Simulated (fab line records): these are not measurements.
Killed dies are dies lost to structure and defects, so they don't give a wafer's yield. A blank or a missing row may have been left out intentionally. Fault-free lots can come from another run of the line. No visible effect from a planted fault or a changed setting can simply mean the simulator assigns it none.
2 desks, one fault :: flow rit_cmos :: each desk has only its own numbers; what lay behind them comes last

== METROLOGY DESK ==
Lot by lot, what the gauges showed, no matter which tool ran the lot: averages of those sampled wafers that carry a number. Marked OUT: a lot whose mean sits more than 4 standard deviations from the usual mean, which makes it out of limits; the brackets give that distance.
Columns: A = GATE_POLY_THK at RIT_GATE_THK_MEAS_09, usual 249.3 nm; B = PSD_RS at RIT_SDANNEAL_RS_MEAS_04, usual 116.0 ohm/sq; C = NSD_RS at RIT_SDANNEAL_RS_MEAS_05, usual 84.6 ohm/sq; D = PLDD_RS at RIT_SDANNEAL_RS_MEAS_06, usual 178.6 ohm/sq; E = M1_BOW at RIT_M1_BOW_MEAS_16, usual 18 um
lot: L152
first seen here: day 2 12:55
A: 249.6
B: 115.5
C: 84.8
D: 178.7
E: 10

lot: L154
first seen here: day 2 23:03
A: 246.8
B: 115.7
C: 84.1
D: 179.0
E: 16

lot: L155
first seen here: day 3 02:37
A: 251.4
B: 115.8
C: 84.3
D: 178.4
E: 15

lot: L156
first seen here: day 3 08:22
A: 252.6
B: 94.2 (-73) OUT
C: 83.6
D: 159.8 (-39) OUT
E: 9

lot: L158
first seen here: day 3 17:50
A: 250.0
B: 94.1 (-73) OUT
C: 83.9
D: 159.4 (-40) OUT
E: 20

lot: L165
first seen here: day 5 06:19
A: 247.0
B: 116.3
C: 85.0
D: 178.6
E: 18

lot: L167
first seen here: day 5 19:14
A: 253.7
B: 115.8
C: 84.4
D: 178.3
E: 24

lot: L169
first seen here: day 6 01:10
A: 250.0
B: 115.9
C: 84.8
D: 178.9
E: 14

lot: L170
first seen here: day 6 10:06
A: 249.1
B: 115.8
C: 84.3
D: 178.2
E: 17

lot: L171
first seen here: day 6 12:10
A: 246.7
B: 116.4
C: 84.9
D: 178.5
E: 15

lot: L172
first seen here: day 6 15:44
A: 254.9
B: 115.8
C: 84.1
D: 178.6
E: 22

lot: L173
first seen here: day 6 21:18
A: 247.3
B: 116.1
C: 84.4
D: 178.9
E: 17

lot: L174
first seen here: day 7 01:55
A: 251.8
B: 116.1
C: 84.6
D: 179.0
E: 21

lot: L175
first seen here: day 7 06:09
A: 250.3
B: 116.3
C: 84.7
D: 178.1
E: 12
This desk finds L156, L158 out of limits, with the earliest case on L156 at day 3 22:34 (PSD_RS at RIT_SDANNEAL_RS_MEAS_04). L152, L154, L155, L165, L167, L169, L170, L171, L172, L173, L174, L175: within limits.

== FOR THE TOOL OWNER'S DESK: rtp_anneal-02 ==
Per lot that ran on this tool, the mean of the sampled wafers carrying a number, from the tool's own readings at RIT_SDANNEAL_RTA_03 (time 5 s). Marked OUT: a lot whose mean sits more than 4 standard deviations from the usual mean, which makes it out of limits; the brackets give that distance.
Columns: A = ramp_up_c_per_s at RIT_SDANNEAL_RTA_03, usual 342.00; B = wafer_temp_C_max at RIT_SDANNEAL_RTA_03, usual 1053.6
lot: L152
first seen here: day 3 02:29
A: 342.02
B: 1053.5

lot: L154
first seen here: day 3 12:47
A: 342.02
B: 1054.0

lot: L156
first seen here: day 3 22:30
A: 342.01
B: 1086.1 (+30) OUT

lot: L158
first seen here: day 4 07:44
A: 342.05
B: 1087.1 (+30) OUT

lot: L170
first seen here: day 7 01:34
A: 341.98
B: 1053.5

lot: L172
first seen here: day 7 05:38
A: 341.94
B: 1053.0

lot: L174
first seen here: day 7 15:28
A: 342.02
B: 1053.6
This desk's finding: out of limits on L156, L158; first on L156, day 3 22:30 (wafer_temp_C_max at RIT_SDANNEAL_RTA_03). L152, L154, L170, L172, L174: within limits.

== BROUGHT TOGETHER ==
On L156, L158, at day 3 22:30, an alarm was possible from the tool owner's desk.
L156, L158 would have let the metrology desk raise an alarm at day 3 22:34.
All the named lots went through RIT_SDANNEAL_RTA_03 on rtp_anneal-02.

== WHAT HAD BEEN PUT IN BY THE SIMULATOR ==
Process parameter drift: rtp_anneal-02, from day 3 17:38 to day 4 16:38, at RIT_SDANNEAL_RTA_03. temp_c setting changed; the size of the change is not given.
Lots struck among those shown: L156, L158.
Hours from the fault's start to each desk's first reading out of limits: the tool owner's desk, 5; the metrology desk, 5.
